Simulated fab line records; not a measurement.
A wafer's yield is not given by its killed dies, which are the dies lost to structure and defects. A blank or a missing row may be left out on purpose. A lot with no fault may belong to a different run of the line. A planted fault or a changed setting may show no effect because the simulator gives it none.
Split-lot trial	flow berkeley cmos170	23 wafers read across 5 lots, on a route 331 steps long

## THE SPLIT ITSELF
At UCB170_ACTIVE_EXPOSE_10 (exposes mask ACTIVE, target cd 1200 nm), the setting dose mj was moved away from the recipe's 20 on 9 of the 23 wafers read, by -6.3% to +7.0%. The other wafers ran this setting at the recipe's value.

## FROM THE SPLIT TO THE READING: what the file shows between them, 5 steps
- UCB170_ACTIVE_PEB_11
- UCB170_ACTIVE_DEVELOP_12: develop time 45 s
- UCB170_ACTIVE_CD_MEAS_13: target cd 1200 nm
- UCB170_ACTIVE_ETCH_15: etches Si3N4 in CH3F/Ar/O2, stops on SiO2, target depth 242 nm, time 151 s (also split here: rf w)
- UCB170_ACTIVE_STRIP_16: strips in O2

## THE READING
cd nm (nm) at UCB170_ACTIVE_CD_MEAS_90, where the cd target is 1200 nm. Typical for fault-free wafers on this fab line: 1200.9 nm, with standard deviation 1.1 nm.

wafer	tool, chamber at the split	dose mj as run	against the recipe	cd nm, nm	against lot-mates on the recipe
L074.1	krf scanner-02, 0	20	recipe	1201.1	-
L074.2	krf scanner-02, 0	20	recipe	1201.5	-
L074.3	krf scanner-02, 0	18.73	-6.3%	1213.4	+12.1
L074.4	krf scanner-02, 0	18.73	-6.3%	1213.2	+11.9
L074.5	krf scanner-02, 0	18.73	-6.3%	1213.3	+12.0
L077.2	krf scanner-01, 0	18.89	-5.5%	1211.6	+11.4
L077.3	krf scanner-01, 0	20	recipe	1200.2	-
L077.4	krf scanner-01, 0	18.89	-5.5%	1210.8	+10.6
L077.5	krf scanner-01, 0	18.89	-5.5%	1211.1	+10.9
L077.6	krf scanner-01, 0	20	recipe	1200.2	-
L082.1	krf scanner-01, 0	20	recipe	1201.5	-
L082.2	krf scanner-01, 0	20	recipe	1201.5	-
L082.3	krf scanner-01, 0	20	recipe	1202.5	-
L082.4	krf scanner-01, 0	20	recipe	1202.1	-
L082.6	krf scanner-01, 0	20	recipe	1201.0	-
L083.1	krf scanner-02, 0	21.39	+7.0%	1189.9	-11.8
L083.2	krf scanner-02, 0	20	recipe	1201.7	-
L083.3	krf scanner-02, 0	20	recipe	1201.8	-
L083.4	krf scanner-02, 0	21.39	+7.0%	1190.7	-11.0
L083.5	krf scanner-02, 0	21.39	+7.0%	1190.5	-11.2
L084.1	krf scanner-01, 0	20	recipe	1202.2	-
L084.3	krf scanner-01, 0	20	recipe	1202.7	-
L084.5	krf scanner-01, 0	20	recipe	1202.5	-

FIT RESULTS
A straight line over all 23 wafers: cd nm changes by -1.71 nm for each +1% of dose mj; r = -0.99; the points scatter about the line by 0.73 nm.
The same after taking each lot's own level away (the mean of its wafers on the recipe; 23 wafers): -1.8 nm for each +1%; r = -1.00; scatter 0.58 nm.
According to that fit, moving dose mj by its largest amount changes the reading by 12 nm.
Measured against the standard deviation above, the lots' own levels, which go from 1200.20 to 1202.47 nm, span 2.1 times it.
Hence the lot-to-lot level has little effect on the slope; both slopes agree.
Check: with one of the wafers moved furthest among these (+7.0%) left out of the fit, the line predicts -12.2 nm for it against its lot-mates. It came out at -11.8 nm against them.

## THESE WAFERS: OTHER SPLITS
Before the reading, these wafers also passed through other splits. Each is held against what the fit with the lots' levels taken away leaves over:
other split on the same wafers	wafers away from the commonest value	r with cd nm (lot level and that fit taken away)
UCB170_NWELL_OXIDATION_01 temp c	18	+0.24
UCB170_NWELL_IMPLANT_14 energy kev	10	-0.25
UCB170_PWELL_OXIDATION_02 temp c	18	+0.22
UCB170_PWELL_IMPLANT_15 energy kev	12	-0.21
UCB170_ACTIVE_ETCH_15 rf w	7	+0.22

## THE WHOLE CHAIN: every reading that the file lists as answering this split, in the file's order
step	what it does	reading	change (the file's fit)	r (the file's)
UCB170_ACTIVE_CD_MEAS_13	target cd 1200 nm	cd nm	-1.79 nm for each +1% of the setting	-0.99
UCB170_ACTIVE_ETCH_15	etches Si3N4 in CH3F/Ar/O2, stops on SiO2, target depth 242 nm, time 151 s	ACTIVE.cd nm (the simulator's own value, which no gauge read)	-1.8 nm for each +1% of the setting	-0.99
UCB170_ACTIVE_CD_MEAS_90	target cd 1200 nm	cd nm	-1.81 nm for each +1% of the setting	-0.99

## FILE'S OWN FIT
cd nm changes by -1.81 nm for each +1% of dose mj, r = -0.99.
